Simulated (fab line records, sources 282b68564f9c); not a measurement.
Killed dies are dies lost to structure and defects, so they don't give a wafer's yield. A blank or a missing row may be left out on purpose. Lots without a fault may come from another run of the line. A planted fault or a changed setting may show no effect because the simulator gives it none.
Split-lot experiment | flow rit_cmos | 5 lots, 23 wafers read, on a route of 202 steps

THE SPLIT
At RIT_SILICIDE_SPUTTER_01 (material Ti, target thk 30 nm, time 240 s), the setting time_s was moved away from the recipe's 240 s on 7 of the 23 wafers read, by -14.0% to +8.0%. The other wafers ran this setting at the recipe's value.

FROM THE SPLIT TO THE READING: what the file shows between them, 1 step
- RIT_SILICIDE_RS_MEAS_02: measures by four-point-probe

THE READING
SILICIDE_TI_THK, in nm, at RIT_SILICIDE_THK_MEAS_03 (measures by xrf). Fault-free wafers of this fab line usually give 29.7 nm, standard deviation 0.4 nm.

wafer  | tool, chamber at the split | time_s as run, s | against the recipe | SILICIDE_TI_THK, nm | against lot-mates on the recipe
L074.2 | pvd_sputter-03, -          | 253.8            | +5.8%              | 31.1                | +0.9
L074.3 | pvd_sputter-03, -          | 253.8            | +5.8%              | 32.0                | +1.8
L074.4 | pvd_sputter-03, -          | 240              | recipe             | 30.2                | -
L074.5 | pvd_sputter-03, -          | 240              | recipe             | 30.2                | -
L074.6 | pvd_sputter-03, -          | 253.8            | +5.8%              | 32.0                | +1.8
L075.2 | pvd_sputter-03, -          | 259.1            | +8.0%              | 32.5                | +2.5
L075.3 | pvd_sputter-03, -          | 240              | recipe             | 30.1                | -
L075.4 | pvd_sputter-03, -          | 240              | recipe             | 29.7                | -
L075.5 | pvd_sputter-03, -          | 240              | recipe             | 30.1                | -
L075.6 | pvd_sputter-03, -          | 259.1            | +8.0%              | 31.9                | +1.9
L076.1 | pvd_sputter-04, -          | 240              | recipe             | 29.2                | -
L076.3 | pvd_sputter-04, -          | 240              | recipe             | 29.7                | -
L076.4 | pvd_sputter-04, -          | 240              | recipe             | 29.8                | -
L076.5 | pvd_sputter-04, -          | 240              | recipe             | 29.3                | -
L076.6 | pvd_sputter-04, -          | 240              | recipe             | 29.8                | -
L077.1 | pvd_sputter-03, -          | 206.4            | -14.0%             | 24.7                | -4.4
L077.2 | pvd_sputter-03, -          | 206.4            | -14.0%             | 25.2                | -3.9
L077.3 | pvd_sputter-03, -          | 240              | recipe             | 29.2                | -
L077.4 | pvd_sputter-03, -          | 240              | recipe             | 29.2                | -
L077.5 | pvd_sputter-03, -          | 240              | recipe             | 28.8                | -
L082.3 | pvd_sputter-04, -          | 240              | recipe             | 30.1                | -
L082.4 | pvd_sputter-04, -          | 240              | recipe             | 30.4                | -
L082.5 | pvd_sputter-04, -          | 240              | recipe             | 30.2                | -

THE FIT
A straight line over all 23 wafers: SILICIDE_TI_THK changes by +0.335 nm for each +1% of time_s; r = +0.97; the points scatter about the line by 0.46 nm.
The same after taking each lot's own level away (the mean of its wafers on the recipe; 23 wafers): +0.286 nm for each +1%; r = +0.99; scatter 0.27 nm.
On that fit, the largest move of time_s shifts the reading by 4 nm.
The lots' own levels span 29.07 to 30.23 nm, that is 2.9 times the standard deviation above.
So the lot-to-lot level changes the slope: the two fits differ.
Check: with one of the wafers moved furthest among these (-14.0%) left out of the fit, the line predicts -3.85 nm for it against its lot-mates. It came out at -4.37 nm against them.

OTHER SPLITS ON THESE WAFERS
These wafers also went through other splits before the reading. Each is held against what the fit with the lots' levels taken away leaves over:
other split on the same wafers     | wafers away from the commonest value | r with SILICIDE_TI_THK (lot level and that fit taken away)
RIT_GATE_DEVELOP_15 develop_time_s | 5                                    | -0.39
RIT_PLDD_SOFTBAKE_02 temp_c        | 8                                    | -0.02
RIT_NSD_IMPLANT_08 dose_cm2        | 7                                    | -0.23
RIT_SDANNEAL_RTA_03 time_s         | 8                                    | +0.26

THE WHOLE CHAIN: every reading that the file lists as answering this split, in the file's order
step                     | what it does                              | reading                                                                           | change (the file's fit)               | r (the file's)
RIT_SILICIDE_SPUTTER_01  | material Ti, target thk 30 nm, time 240 s | Ti_of_SILICIDE_SPUTTER_01.thk_nm (the simulator's own value, which no gauge read) | +0.285 nm for each +1% of the setting | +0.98
RIT_SILICIDE_RS_MEAS_02  | measures by four-point-probe              | SILICIDE_TI_RS                                                                    | -0.662 for each +1% of the setting    | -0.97
RIT_SILICIDE_THK_MEAS_03 | measures by xrf                           | SILICIDE_TI_THK                                                                   | +0.287 for each +1% of the setting    | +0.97

THE FILE'S OWN FIT
SILICIDE_TI_THK changes by +0.287 nm for each +1% of time_s, r = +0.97.
